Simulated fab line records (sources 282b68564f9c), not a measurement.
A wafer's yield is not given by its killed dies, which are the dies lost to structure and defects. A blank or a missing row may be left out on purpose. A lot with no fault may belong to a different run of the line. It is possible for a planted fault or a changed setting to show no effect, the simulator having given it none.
fab line records -- flow ritCmos
record lots=5, wafers=23
route steps=202 shown PSD@150 SDANNEAL@153 PLDD@159 SILICIDE@162 CONTACT@168 M1@184
startH: the number of hours between the record's first day and the start of the first shown wafer of the lot -- waitH: hours from the lot's prior step to this one -- " identical to the entry in the row above -- L1.1+2: a row that stands for several wafers -- - no value, or no start given -- * or withheld: withheld -- < > ~ a bound
route shown NAME@n: a module of which the file shows steps, and the number in the route of the first -- usual: average and standard deviation across the fault-free wafers -- same: alike in all rows -- chamber/n: place in a boat -- sites: per-site readings -- _std_site: their standard deviation -- _edge_site: inner sites' mean taken away from outer sites' mean -- radiusMm: for every site, how far away it sits from the centre of the wafer -- mask NAME#n: copy n -- behind: the tool/chamber that last shaped the wafer -- hold: what put the lot on hold/how long, in hours/how the hold closed -- device: which transistor (n, p or np) failed to switch -- end of line: the route-end tests of the same wafers -- for a step that has no rows: nothing shown but its recipe -- killed: count of dies lost to structure and defects at first sort (not the wafer's yield) -- map: a wafer's dies, marking killed ones x, the rest . and places with no die _
set.NAME: the run value of the setting; set.NAME@STEP: its run value at that earlier step -- model.NAME: the simulator's own value behind a step, which no gauge read
lots whose settings were changed on purpose; a table a step, a row a wafer
## steps
# step RIT_PSD_IMPLANT_08
# recipe species=BF2, energyKev=27, doseCm2=5e+15, tiltDeg=7
lot.wafer,tool,chamber,startH,waitH,set.doseCm2
L074.1+2,implanter-03,0,49.51,0.1,5e+15
L074.3+4+5,implanter-03,0,49.51,0.1,4.837e+15
L080.1+2+4,implanter-04,0,79.88,0.1,5e+15
L080.5+6,implanter-04,0,79.88,0.1,4.855e+15
L081.1+3,implanter-04,0,85.43,0.1,4.849e+15
L081.2+4+5,implanter-04,0,85.43,0.1,5e+15
L082.1+3+6,implanter-01,0,88.45,0.1,5e+15
L085.1+3+6,implanter-03,0,104.35,0.1,4.703e+15
L085.4+5,implanter-03,0,104.35,0.1,5e+15
# step RIT_PSD_STRIP_09
# recipe chemistry=O2, timeS=180, resist=NOVOLAK, platenTempC=withheld, powerW=500, pressureMtorr=4000, o2FlowSccm=4000
# step RIT_SDANNEAL_CLEAN_00
# recipe chemistry=SC1, mix=3:3:50, timeS=600, tempC=75
lot.wafer,tool,chamber,startH,waitH,set.nh3FlowSccm@SPACER_CVD_03,model.Si3N4_of_SPACER_CVD_03.thkNm
L074.1,wetBench-03,3,49.89,0.1,169,211
L074.2,wetBench-03,3,49.89,0.1,169,211.5
L074.3,wetBench-03,3,49.89,0.1,169,215.2
L074.4,wetBench-03,3,49.89,0.1,169,212
L074.5,wetBench-03,3,49.89,0.1,169,212.2
L080.1,wetBench-04,3,80.27,0.1,164.3,206.2
L080.2,wetBench-04,3,80.27,0.1,164.3,204.6
L080.4,wetBench-04,3,80.27,0.1,164.3,204.7
L080.5,wetBench-04,3,80.27,0.1,164.3,204.1
L080.6,wetBench-04,3,80.27,0.1,164.3,206.3
L081.1,wetBench-01,1,85.81,0.1,138.2,183.9
L081.2,wetBench-01,1,85.81,0.1,138.2,181.7
L081.3,wetBench-01,1,85.81,0.1,138.2,181.3
L081.4,wetBench-01,1,85.81,0.1,138.2,182
L081.5,wetBench-01,1,85.81,0.1,138.2,182.7
L082.1,wetBench-01,1,88.83,0.1,150,196.4
L082.3,wetBench-01,1,88.83,0.1,150,193.6
L082.6,wetBench-01,1,88.83,0.1,150,193.5
L085.1,wetBench-01,2,104.73,0.1,142.3,187.6
L085.3,wetBench-01,2,104.73,0.1,142.3,191.7
L085.4,wetBench-01,2,104.73,0.1,142.3,188.9
L085.5,wetBench-01,2,104.73,0.1,142.3,188.3
L085.6,wetBench-01,2,104.73,0.1,142.3,186.8
# step RIT_SDANNEAL_CLEAN_01
# recipe chemistry=dHF, dilution=50:1, timeS=30
# step RIT_SDANNEAL_CLEAN_02
# recipe chemistry=SC2, mix=3:3:50, timeS=600, tempC=75, dry=n2Spin
# step RIT_SDANNEAL_RS_MEAS_06
# recipe thkMeasGauge=four-point-probe
# usual PLDD_RS=178.5/0.44
lot.wafer,tool,chamber,startH,waitH,set.doseCm2@PLDD_IMPLANT_08,PLDD_RS[ohm/sq]
L074.1,filmMetro-02,-,50.56,0.1,9e+14,178.6
L074.2,filmMetro-02,-,50.56,0.1,9e+14,179.0
L074.3,filmMetro-02,-,50.56,0.1,9e+14,177.8
L074.4,filmMetro-02,-,50.56,0.1,8.357e+14,185.2
L074.5,filmMetro-02,-,50.56,0.1,8.357e+14,185.6
L080.1,filmMetro-01,-,80.94,0.1,9e+14,177.5
L080.2,filmMetro-01,-,80.94,0.1,9e+14,177.4
L080.4,filmMetro-01,-,80.94,0.1,9e+14,177.5
L080.5,filmMetro-01,-,80.94,0.1,9e+14,177.8
L080.6,filmMetro-01,-,80.94,0.1,9e+14,177.9
L081.1,filmMetro-02,-,86.49,0.1,9e+14,178.0
L081.2,filmMetro-02,-,86.49,0.1,9e+14,178.0
L081.3,filmMetro-02,-,86.49,0.1,9.226e+14,176.1
L081.4,filmMetro-02,-,86.49,0.1,9e+14,177.9
L081.5,filmMetro-02,-,86.49,0.1,9.226e+14,175.9
L082.1,filmMetro-01,-,89.53,0.1,9e+14,178.6
L082.3,filmMetro-01,-,89.53,0.1,9e+14,178.3
L082.6,filmMetro-01,-,89.53,0.1,9e+14,179.3
L085.1,filmMetro-04,-,105.46,0.1,9e+14,179.3
L085.3,filmMetro-04,-,105.46,0.1,9.53e+14,174.1
L085.4,filmMetro-04,-,105.46,0.1,9e+14,179.3
L085.5,filmMetro-04,-,105.46,0.1,9e+14,179.0
L085.6,filmMetro-04,-,105.46,0.1,9.53e+14,174.0
# step RIT_SILICIDE_SPUTTER_01
# recipe material=Ti, targetThkNm=30, powerW=350, chamberPressurePa=0.667, gas=Ar, timeS=240, substrateTempC=25
lot.wafer,tool,chamber,startH,waitH,set.timeS,model.Ti_of_SILICIDE_SPUTTER_01.thkNm
L074.1,pvdSputter-03,-,50.81,0.0,240,29.81
L074.2,pvdSputter-03,-,50.81,0.0,240,29.48
L074.3,pvdSputter-03,-,50.81,0.0,240,29.94
L074.4,pvdSputter-03,-,50.81,0.0,240,29.87
L074.5,pvdSputter-03,-,50.81,0.0,240,30.06
L080.1,pvdSputter-03,-,81.19,0.0,240,29.96
L080.2,pvdSputter-03,-,81.19,0.0,240,29.56
L080.4,pvdSputter-03,-,81.19,0.0,208.5,25.66
L080.5,pvdSputter-03,-,81.19,0.0,208.5,25.84
L080.6,pvdSputter-03,-,81.19,0.0,240,29.73
L081.1,pvdSputter-04,-,86.75,0.0,265.3,32.65
L081.2,pvdSputter-04,-,86.75,0.0,240,29.32
L081.3,pvdSputter-04,-,86.75,0.0,265.3,32.57
L081.4,pvdSputter-04,-,86.75,0.0,240,29.9
L081.5,pvdSputter-04,-,86.75,0.0,265.3,32.56
L082.1,pvdSputter-03,-,89.78,0.0,240,29.79
L082.3,pvdSputter-03,-,89.78,0.0,240,29.92
L082.6,pvdSputter-03,-,89.78,0.0,240,29.78
L085.1,pvdSputter-04,-,105.71,0.0,240,29.82
L085.3,pvdSputter-04,-,105.71,0.0,240,29.26
L085.4,pvdSputter-04,-,105.71,0.0,240,29.21
L085.5,pvdSputter-04,-,105.71,0.0,240,29.14
L085.6,pvdSputter-04,-,105.71,0.0,240,29.81
# step RIT_SILICIDE_RS_MEAS_02
# recipe thkMeasGauge=four-point-probe, reads=Ti_of_SILICIDE_SPUTTER_01
# usual SILICIDE_TI_RS=48.5/0.65
lot.wafer,tool,chamber,startH,waitH,set.timeS@SILICIDE_SPUTTER_01,SILICIDE_TI_RS[ohm/sq]
L074.1,filmMetro-03,-,50.96,0.1,240,48.4
L074.2,filmMetro-03,-,50.96,0.1,240,48.9
L074.3,filmMetro-03,-,50.96,0.1,240,48.1
L074.4,filmMetro-03,-,50.96,0.1,240,48.3
L074.5,filmMetro-03,-,50.96,0.1,240,47.8
L080.1,filmMetro-03,-,81.34,0.1,240,48.1
L080.2,filmMetro-03,-,81.34,0.1,240,48.8
L080.4,filmMetro-03,-,81.34,0.1,208.5,58.3
L080.5,filmMetro-03,-,81.34,0.1,208.5,57.8
L080.6,filmMetro-03,-,81.34,0.1,240,48.5
L081.1,filmMetro-03,-,86.91,0.1,265.3,43.1
L081.2,filmMetro-03,-,86.91,0.1,240,49.4
L081.3,filmMetro-03,-,86.91,0.1,265.3,43.3
L081.4,filmMetro-03,-,86.91,0.1,240,48.1
L081.5,filmMetro-03,-,86.91,0.1,265.3,43.3
L082.1,filmMetro-02,-,89.93,0.1,240,48.2
L082.3,filmMetro-02,-,89.93,0.1,240,48.0
L082.6,filmMetro-02,-,89.93,0.1,240,48.4
L085.1,filmMetro-03,-,105.86,0.1,240,48.3
L085.3,filmMetro-03,-,105.86,0.1,240,49.4
L085.4,filmMetro-03,-,105.86,0.1,240,49.5
L085.5,filmMetro-03,-,105.86,0.1,240,49.7
L085.6,filmMetro-03,-,105.86,0.1,240,48.3
# step RIT_SILICIDE_THK_MEAS_03
# recipe thkMeasGauge=xrf, reads=Ti_of_SILICIDE_SPUTTER_01
# usual SILICIDE_TI_THK=29.6/0.32
lot.wafer,tool,chamber,startH,waitH,set.timeS@SILICIDE_SPUTTER_01,SILICIDE_TI_THK[nm]
L074.1,filmMetro-03,-,51.08,0.1,240,29.6
L074.2,filmMetro-03,-,51.08,0.1,240,29.3
L074.3,filmMetro-03,-,51.08,0.1,240,29.7
L074.4,filmMetro-03,-,51.08,0.1,240,29.7
L074.5,filmMetro-03,-,51.08,0.1,240,30.0
L080.1,filmMetro-03,-,81.46,0.1,240,29.6
L080.2,filmMetro-03,-,81.46,0.1,240,29.5
L080.4,filmMetro-03,-,81.46,0.1,208.5,25.4
L080.5,filmMetro-03,-,81.46,0.1,208.5,25.7
L080.6,filmMetro-03,-,81.46,0.1,240,29.5
L081.1,filmMetro-03,-,87.03,0.1,265.3,32.4
L081.2,filmMetro-03,-,87.03,0.1,240,29.2
L081.3,filmMetro-03,-,87.03,0.1,265.3,32.5
L081.4,filmMetro-03,-,87.03,0.1,240,29.8
L081.5,filmMetro-03,-,87.03,0.1,265.3,32.4
L082.1,filmMetro-02,-,90.05,0.1,240,29.8
L082.3,filmMetro-02,-,90.05,0.1,240,29.8
L082.6,filmMetro-02,-,90.05,0.1,240,29.8
L085.1,filmMetro-03,-,105.98,0.1,240,29.7
L085.3,filmMetro-03,-,105.98,0.1,240,29.1
L085.4,filmMetro-03,-,105.98,0.1,240,29.2
L085.5,filmMetro-03,-,105.98,0.1,240,29.1
L085.6,filmMetro-03,-,105.98,0.1,240,29.7
# step RIT_CONTACT_CVD_00
# recipe material=SiO2, targetThkNm=400, precursor=TEOS, tempC=390, timeS=61, rfW=400
lot.wafer,tool,chamber,startH,waitH,set.rfW
L074.1+3+5,pecvd-02,"1,2,1",51.31,0.1,400
L074.2+4,pecvd-02,0,51.31,0.1,435
L080.1+6,pecvd-02,"0,1",81.70,0.1,385.8
L080.2+4+5,pecvd-02,"2,0,2",81.70,0.1,400
L081.1+4,pecvd-03,"1,2",87.26,0.1,360.9
L081.2+3+5,pecvd-03,"2,1,1",87.26,0.1,400
L082.1+3+6,pecvd-01,"0,2,0",90.29,0.1,400
L085.1+3+4,pecvd-01,"2,0,0",106.28,0.1,400
L085.5+6,pecvd-01,"1,2",106.28,0.1,441.3
# step RIT_CONTACT_THK_MEAS_01
# recipe reads=SiO2_of_CONTACT_CVD_00
# usual CONTACT_TEOS_THK=402/5.4
lot.wafer,tool,chamber,startH,waitH,set.rfW@CONTACT_CVD_00,CONTACT_TEOS_THK[nm]
L074.1,filmMetro-01,-,51.37,0.0,400,405
L074.2,filmMetro-01,-,51.37,0.0,435,417
L074.3,filmMetro-01,-,51.37,0.0,400,400
L074.4,filmMetro-01,-,51.37,0.0,435,419
L074.5,filmMetro-01,-,51.37,0.0,400,411
L080.1,filmMetro-04,-,81.75,0.0,385.8,399
L080.2,filmMetro-04,-,81.75,0.0,400,398
L080.4,filmMetro-04,-,81.75,0.0,400,406
L080.5,filmMetro-04,-,81.75,0.0,400,408
L080.6,filmMetro-04,-,81.75,0.0,385.8,403
L081.1,filmMetro-03,-,87.34,0.1,360.9,384
L081.2,filmMetro-03,-,87.34,0.1,400,406
L081.3,filmMetro-03,-,87.34,0.1,400,403
L081.4,filmMetro-03,-,87.34,0.1,360.9,388
L081.5,filmMetro-03,-,87.34,0.1,400,409
L082.1,filmMetro-01,-,90.34,0.0,400,395
L082.3,filmMetro-01,-,90.34,0.0,400,395
L082.6,filmMetro-01,-,90.34,0.0,400,402
L085.1,filmMetro-03,-,106.33,0.0,400,394
L085.3,filmMetro-03,-,106.33,0.0,400,397
L085.4,filmMetro-03,-,106.33,0.0,400,399
L085.5,filmMetro-03,-,106.33,0.0,441.3,408
L085.6,filmMetro-03,-,106.33,0.0,441.3,406
# step RIT_M1_SPUTTER_00
# recipe material=Al, targetThkNm=400, powerW=2000, chamberPressurePa=0.4, gas=Ar, timeS=500, substrateTempC=25
lot.wafer,tool,chamber,startH,waitH,set.timeS,model.Al_of_M1_SPUTTER_00.thkNm
L074.1,pvdSputter-02,-,53.71,0.0,558,447.4
L074.2,pvdSputter-02,-,53.71,0.0,500,399
L074.3,pvdSputter-02,-,53.71,0.0,500,398.3
L074.4,pvdSputter-02,-,53.71,0.0,558,448.7
L074.5,pvdSputter-02,-,53.71,0.0,500,401.2
L080.1,pvdSputter-02,-,83.94,0.0,500,402.5
L080.2,pvdSputter-02,-,83.94,0.0,546.8,438.1
L080.4,pvdSputter-02,-,83.94,0.0,546.8,439.5
L080.5,pvdSputter-02,-,83.94,0.0,500,398.2
L080.6,pvdSputter-02,-,83.94,0.0,546.8,439.4
L081.1,pvdSputter-01,-,89.51,0.0,449.3,357.8
L081.2,pvdSputter-01,-,89.51,0.0,449.3,359.5
L081.3,pvdSputter-01,-,89.51,0.0,500,393.8
L081.4,pvdSputter-01,-,89.51,0.0,449.3,360.2
L081.5,pvdSputter-01,-,89.51,0.0,500,400.7
L082.1,pvdSputter-02,-,92.64,0.0,500,398.4
L082.3,pvdSputter-02,-,92.64,0.0,500,396.8
L082.6,pvdSputter-02,-,92.64,0.0,500,394
L085.1,pvdSputter-01,-,108.63,0.0,554.2,446.3
L085.3,pvdSputter-01,-,108.63,0.0,500,404.6
L085.4,pvdSputter-01,-,108.63,0.0,554.2,439.9
L085.5,pvdSputter-01,-,108.63,0.0,554.2,446.2
L085.6,pvdSputter-01,-,108.63,0.0,500,405
# step RIT_M1_RS_MEAS_01
# recipe thkMeasGauge=four-point-probe, reads=Al_of_M1_SPUTTER_00
# usual M1_AL_RS=0.0733/0.00059
lot.wafer,tool,chamber,startH,waitH,set.timeS@M1_SPUTTER_00,M1_AL_RS[ohm/sq]
L074.1,filmMetro-02,-,54.01,0.1,558,0.0655
L074.2,filmMetro-02,-,54.01,0.1,500,0.0737
L074.3,filmMetro-02,-,54.01,0.1,500,0.0738
L074.4,filmMetro-02,-,54.01,0.1,558,0.0654
L074.5,filmMetro-02,-,54.01,0.1,500,0.0732
L080.1,filmMetro-04,-,84.23,0.1,500,0.0729
L080.2,filmMetro-04,-,84.23,0.1,546.8,0.0669
L080.4,filmMetro-04,-,84.23,0.1,546.8,0.0667
L080.5,filmMetro-04,-,84.23,0.1,500,0.0738
L080.6,filmMetro-04,-,84.23,0.1,546.8,0.0666
L081.1,filmMetro-01,-,89.81,0.1,449.3,0.0821
L081.2,filmMetro-01,-,89.81,0.1,449.3,0.0818
L081.3,filmMetro-01,-,89.81,0.1,500,0.0745
L081.4,filmMetro-01,-,89.81,0.1,449.3,0.0818
L081.5,filmMetro-01,-,89.81,0.1,500,0.0732
L082.1,filmMetro-04,-,92.94,0.1,500,0.0737
L082.3,filmMetro-04,-,92.94,0.1,500,0.0740
L082.6,filmMetro-04,-,92.94,0.1,500,0.0747
L085.1,filmMetro-01,-,108.92,0.1,554.2,0.0655
L085.3,filmMetro-01,-,108.92,0.1,500,0.0727
L085.4,filmMetro-01,-,108.92,0.1,554.2,0.0665
L085.5,filmMetro-01,-,108.92,0.1,554.2,0.0657
L085.6,filmMetro-01,-,108.92,0.1,500,0.0723
# step RIT_M1_THK_MEAS_02
# recipe thkMeasGauge=xrf, reads=Al_of_M1_SPUTTER_00
# usual M1_AL_THK=406/3.3
lot.wafer,tool,chamber,startH,waitH,set.timeS@M1_SPUTTER_00,M1_AL_THK[nm]
L074.1,filmMetro-02,-,54.13,0.1,558,452
L074.2,filmMetro-02,-,54.13,0.1,500,402
L074.3,filmMetro-02,-,54.13,0.1,500,405
L074.4,filmMetro-02,-,54.13,0.1,558,451
L074.5,filmMetro-02,-,54.13,0.1,500,407
L080.1,filmMetro-04,-,84.35,0.1,500,407
L080.2,filmMetro-04,-,84.35,0.1,546.8,446
L080.4,filmMetro-04,-,84.35,0.1,546.8,447
L080.5,filmMetro-04,-,84.35,0.1,500,406
L080.6,filmMetro-04,-,84.35,0.1,546.8,448
L081.1,filmMetro-01,-,89.93,0.1,449.3,360
L081.2,filmMetro-01,-,89.93,0.1,449.3,361
L081.3,filmMetro-01,-,89.93,0.1,500,397
L081.4,filmMetro-01,-,89.93,0.1,449.3,361
L081.5,filmMetro-01,-,89.93,0.1,500,403
L082.1,filmMetro-04,-,93.06,0.1,500,406
L082.3,filmMetro-04,-,93.06,0.1,500,401
L082.6,filmMetro-04,-,93.06,0.1,500,401
L085.1,filmMetro-01,-,109.04,0.1,554.2,452
L085.3,filmMetro-01,-,109.04,0.1,500,408
L085.4,filmMetro-01,-,109.04,0.1,554.2,447
L085.5,filmMetro-01,-,109.04,0.1,554.2,453
L085.6,filmMetro-01,-,109.04,0.1,500,409
# step RIT_M1_DEVELOP_08
# recipe resist=NOVOLAK, developTimeS=68, devTempC=23
lot.wafer,tool,chamber,startH,waitH,set.devTempC
L074.1+3,lithoTrack-02,0,-,-,23
L074.2+4+5,lithoTrack-02,0,-,-,25.63
L080.1+2+4+5+6,lithoTrack-01,0,-,-,23
L081.1+2+5,lithoTrack-02,0,-,-,25.41
L081.3+4,lithoTrack-02,0,-,-,23
L082.1+3+6,lithoTrack-01,0,-,-,23
L085.1+3+4+5+6,lithoTrack-02,0,-,-,23
# step RIT_M1_HARDBAKE_11
# recipe resist=NOVOLAK, tempC=140, timeS=120
# step RIT_M1_METAL_ETCH_12
# recipe stopOn=SiO2, chemistry=Cl2/BCl3, target=Al, timeS=165, overEtchFrac=0.5, pressureMtorr=100, targetDepthA=6000, rfW=250, Cl2_flow_sccm=60, bcl3FlowSccm=50
# usual oesProductAu=0.773/0.01
lot.wafer,tool,chamber,startH,waitH,set.timeS@M1_SPUTTER_00,oesProductAu
L074.1,rieMetal-01,0,55.60,0.2,558,0.808
L074.2,rieMetal-01,1,55.60,0.2,500,0.769
L074.3,rieMetal-01,1,55.60,0.2,500,0.772
L074.4,rieMetal-01,0,55.60,0.2,558,0.817
L074.5,rieMetal-01,0,55.60,0.2,500,0.762
L080.1,rieMetal-01,1,85.79,0.2,500,0.781
L080.2,rieMetal-01,0,85.79,0.2,546.8,0.789
L080.4,rieMetal-01,1,85.79,0.2,546.8,0.808
L080.5,rieMetal-01,1,85.79,0.2,500,0.772
L080.6,rieMetal-01,0,85.79,0.2,546.8,0.805
L081.1,rieMetal-04,1,91.50,0.2,449.3,0.740
L081.2,rieMetal-04,0,91.50,0.2,449.3,0.727
L081.3,rieMetal-04,1,91.50,0.2,500,0.779
L081.4,rieMetal-04,0,91.50,0.2,449.3,0.727
L081.5,rieMetal-04,0,91.50,0.2,500,0.774
L082.1,rieMetal-03,0,94.40,0.2,500,0.779
L082.3,rieMetal-03,1,94.40,0.2,500,0.775
L082.6,rieMetal-03,0,94.40,0.2,500,0.776
L085.1,rieMetal-01,1,110.51,0.2,554.2,0.822
L085.3,rieMetal-01,1,110.51,0.2,500,0.767
L085.4,rieMetal-01,0,110.51,0.2,554.2,0.801
L085.5,rieMetal-01,1,110.51,0.2,554.2,0.819
L085.6,rieMetal-01,0,110.51,0.2,500,0.767
## key
split step=RIT_PSD_IMPLANT_08, setting=doseCm2, stated=5e+15, by=wafer
response none clear
split step=RIT_SILICIDE_SPUTTER_01, setting=timeS, stated=240, by=wafer
response step=RIT_SILICIDE_SPUTTER_01, reading=model.Ti_of_SILICIDE_SPUTTER_01.thkNm, change=+0.296, per=1%, r=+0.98
response step=RIT_SILICIDE_RS_MEAS_02, reading=SILICIDE_TI_RS, change=-0.649, per=1%, r=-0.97
response step=RIT_SILICIDE_THK_MEAS_03, reading=SILICIDE_TI_THK, change=+0.293, per=1%, r=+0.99
split step=RIT_CONTACT_CVD_00, setting=rfW, stated=400, by=wafer
response step=RIT_CONTACT_THK_MEAS_01, reading=CONTACT_TEOS_THK, change=+1.45, per=1%, r=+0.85
split step=RIT_M1_SPUTTER_00, setting=timeS, stated=500, by=wafer
response step=RIT_M1_SPUTTER_00, reading=model.Al_of_M1_SPUTTER_00.thkNm, change=+3.93, per=1%, r=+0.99
response step=RIT_M1_RS_MEAS_01, reading=M1_AL_RS, change=-0.000698, per=1%, r=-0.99
response step=RIT_M1_THK_MEAS_02, reading=M1_AL_THK, change=+4.04, per=1%, r=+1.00
response step=RIT_M1_METAL_ETCH_12, reading=oesProductAu, change=+0.00387, per=1%, r=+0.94
split step=RIT_M1_DEVELOP_08, setting=devTempC, stated=23, by=wafer
response none clear
split outsideThisFile step=RIT_PLDD_IMPLANT_08 setting=doseCm2
split outsideThisFile step=RIT_SPACER_CVD_03 setting=nh3FlowSccm
# split outsideThisFile: this setting was split too, and the file shows its column; the key of that split is in another file
